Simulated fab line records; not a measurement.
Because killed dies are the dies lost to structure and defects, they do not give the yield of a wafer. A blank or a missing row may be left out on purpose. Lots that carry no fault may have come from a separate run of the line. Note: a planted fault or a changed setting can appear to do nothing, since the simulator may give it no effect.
The tool behind it: which one? | flow berkeley cmos170 | 39 wafers from 13 lots sampled at 6 of the route's 331 steps

WHAT THE GAUGES READ, wafer by wafer
UCB170_NSD_OVL_MEAS_07. Usual: NSD_OVL typically reads 0 nm, with standard deviation 4.9.
lot  | measured     | on         | NSD_OVL (nm) | flag
L921 | day 8 12:06  | overlay-02 | -4 -7 4      |
L922 | day 8 12:23  | overlay-01 | 0 4 1        |
L923 | day 8 12:55  | overlay-01 | 4 2 -1       |
L924 | day 9 09:43  | overlay-01 | 2 -2 3       |
L926 | day 9 13:31  | overlay-02 | -17 -3 3     |
L927 | day 9 21:04  | overlay-01 | -4 -8 8      |
L928 | day 9 21:18  | overlay-01 | 1 4 2        |
L929 | day 10 08:59 | overlay-01 | 4 2 5        |
L932 | day 10 20:49 | overlay-02 | 2 -2 1       |
L938 | day 12 06:10 | overlay-01 | 0 -2 8       |
L939 | day 12 19:13 | overlay-02 | -7 3 -1      |
L943 | day 12 19:19 | overlay-01 | -6 -3 2      |
L942 | day 13 05:05 | overlay-02 | 9 0 4        |

UCB170_CONTACT_CD_MEAS_15: target cd 700 nm. Usual: cd nm 699.6 nm, standard deviation 1.3.
lot  | measured     | on        | cd nm (nm)        | flag
L921 | day 8 19:01  | cd sem-01 | 699.8 700.2 700.2 |
L922 | day 8 18:32  | cd sem-01 | 699.2 698.4 698.2 |
L923 | day 8 20:35  | cd sem-01 | 699.1 699.3 698.2 |
L924 | day 9 16:47  | cd sem-01 | 699.7 699.7 700.0 |
L926 | day 9 20:10  | cd sem-01 | 700.0 700.1 700.2 |
L927 | day 10 06:20 | cd sem-02 | 699.5 698.9 699.4 |
L928 | day 10 06:52 | cd sem-01 | 699.5 699.0 698.6 |
L929 | day 10 19:44 | cd sem-01 | 700.3 698.8 700.6 |
L932 | day 11 03:05 | cd sem-02 | 699.4 700.5 701.0 |
L938 | day 12 12:16 | cd sem-02 | 699.3 697.4 696.8 |
L939 | day 13 05:05 | cd sem-02 | 700.0 700.0 700.5 |
L943 | day 13 05:20 | cd sem-02 | 698.0 697.6 696.9 |
L942 | day 13 12:03 | cd sem-02 | 699.3 698.2 698.2 |

UCB170_M1_CD_MEAS_09: target cd 700 nm. Usual: cd nm 699.9 nm, standard deviation 1.4.
lot  | measured     | on        | cd nm (nm)        | flag
L921 | day 8 20:50  | cd sem-01 | 699.0 698.8 697.6 |
L922 | day 8 20:32  | cd sem-02 | 698.4 697.9 698.9 |
L923 | day 8 22:31  | cd sem-01 | 700.1 699.4 699.4 |
L924 | day 9 18:38  | cd sem-02 | 700.0 700.7 699.1 |
L926 | day 9 21:59  | cd sem-01 | 701.3 700.3 701.3 |
L927 | day 10 09:07 | cd sem-01 | 698.7 698.8 697.6 |
L928 | day 10 10:07 | cd sem-02 | 698.7 699.3 698.9 |
L929 | day 10 21:49 | cd sem-02 | 616.2 616.5 616.8 | OFF
L932 | day 11 04:54 | cd sem-02 | 703.0 703.5 703.3 |
L938 | day 12 14:12 | cd sem-02 | 700.6 701.0 701.5 |
L939 | day 13 07:56 | cd sem-01 | 701.5 701.7 700.8 |
L943 | day 13 08:11 | cd sem-01 | 701.4 699.7 699.7 |
L942 | day 13 13:51 | cd sem-02 | 700.9 701.7 700.1 |

UCB170_M1_OVL_MEAS_10. Usual: M1_OVL typically reads 0 nm, with standard deviation 4.6.
lot  | measured     | on         | M1_OVL (nm) | flag
L921 | day 8 20:56  | overlay-02 | 4 5 2       |
L922 | day 8 20:38  | overlay-01 | 5 10 6      |
L923 | day 8 22:38  | overlay-01 | -2 3 -3     |
L924 | day 9 18:46  | overlay-01 | 2 2 0       |
L926 | day 9 22:06  | overlay-01 | -1 -1 -4    |
L927 | day 10 09:14 | overlay-01 | -1 3 3      |
L928 | day 10 10:14 | overlay-02 | -4 -1 8     |
L929 | day 10 21:56 | overlay-01 | -1 1 -5     |
L932 | day 11 05:01 | overlay-02 | -3 -1 -7    |
L938 | day 12 14:19 | overlay-01 | 2 -1 -1     |
L939 | day 13 08:02 | overlay-02 | -4 -4 -10   |
L943 | day 13 08:18 | overlay-01 | -12 -8 -13  |
L942 | day 13 13:56 | overlay-01 | -6 -1 3     |

UCB170_M1_CD_MEAS_90: target cd 700 nm. Usual: cd nm 699.8 nm, standard deviation 2.9.
lot  | measured     | on        | cd nm (nm)        | flag
L921 | day 8 21:25  | cd sem-01 | 698.8 700.0 697.1 |
L922 | day 8 20:58  | cd sem-01 | 698.0 695.3 693.8 |
L923 | day 8 22:56  | cd sem-01 | 699.2 698.3 698.1 |
L924 | day 9 19:04  | cd sem-02 | 700.1 702.0 699.6 |
L926 | day 9 22:25  | cd sem-01 | 701.2 703.6 704.5 |
L927 | day 10 09:33 | cd sem-01 | 696.8 699.8 697.5 |
L928 | day 10 10:32 | cd sem-01 | 697.9 698.3 697.8 |
L929 | day 10 22:14 | cd sem-01 | 616.8 613.5 614.4 | OFF
L932 | day 11 05:20 | cd sem-02 | 705.5 706.4 705.6 |
L938 | day 12 14:38 | cd sem-02 | 701.8 700.8 704.7 |
L939 | day 13 08:22 | cd sem-02 | 696.7 699.9 699.7 |
L943 | day 13 08:45 | cd sem-02 | 700.0 700.5 702.7 |
L942 | day 13 14:25 | cd sem-01 | 702.0 703.0 698.9 |

WHAT TOOL EACH LOT RAN ON (gives the tool, then ch and the chambers of the sampled wafers, and finally the start)
lot  | UCB170_M1_EXPOSE_06
L921 | krf scanner-02 ch 0, day 8 20:27
L922 | krf scanner-02 ch 0, day 8 20:05
L923 | krf scanner-01 ch 0, day 8 22:07
L924 | krf scanner-02 ch 0, day 9 18:12
L926 | krf scanner-01 ch 0, day 9 21:35
L927 | krf scanner-01 ch 0, day 10 08:23
L928 | krf scanner-02 ch 0, day 10 09:43
L929 | krf scanner-01 ch 0, day 10 21:25
L932 | krf scanner-01 ch 0, day 11 04:31
L938 | krf scanner-01 ch 0, day 12 13:49
L939 | krf scanner-01 ch 0, day 13 07:07
L943 | krf scanner-01 ch 0, day 13 07:25
L942 | krf scanner-01 ch 0, day 13 13:28
- UCB170_M1_EXPOSE_06: exposes mask METAL1, target cd 700 nm.

WHAT THE TOOLS THEMSELVES READ (means of the sampled wafers that have a number; where no wafer has one, the mark that the record gives instead)
The record holds no such reading with a usual standard deviation.

THE ANSWER, worked out from the rows above alone
Rule: take the mean of a lot's wafers that have a number; if it is more than 3 standard deviations from the usual mean, the lot is off. A lot without any number at a reading at which 4 lots or more have one is off too. The other lots that the step has rows for count as sound. Order of review: gauges by route order, followed by the tools' own readings, for which a lot's mean as printed above is used. The first step at which some lot is off is used, and at that step the reading that is off furthest; a lot without a number counts as furthest.
Off, at UCB170_M1_CD_MEAS_09 on cd nm: L929.
A tool fits if, at a process step before that reading, it ran every lot that is off, and no sound lot after the first of them. The gauges at UCB170_M1_CD_MEAS_09 aren't tried: what is off there is off at UCB170_M1_CD_MEAS_90 too, on other tools, and a gauge's error can't cause that. No candidate that was tried fits.

WHAT THE SIMULATOR HAD INSERTED
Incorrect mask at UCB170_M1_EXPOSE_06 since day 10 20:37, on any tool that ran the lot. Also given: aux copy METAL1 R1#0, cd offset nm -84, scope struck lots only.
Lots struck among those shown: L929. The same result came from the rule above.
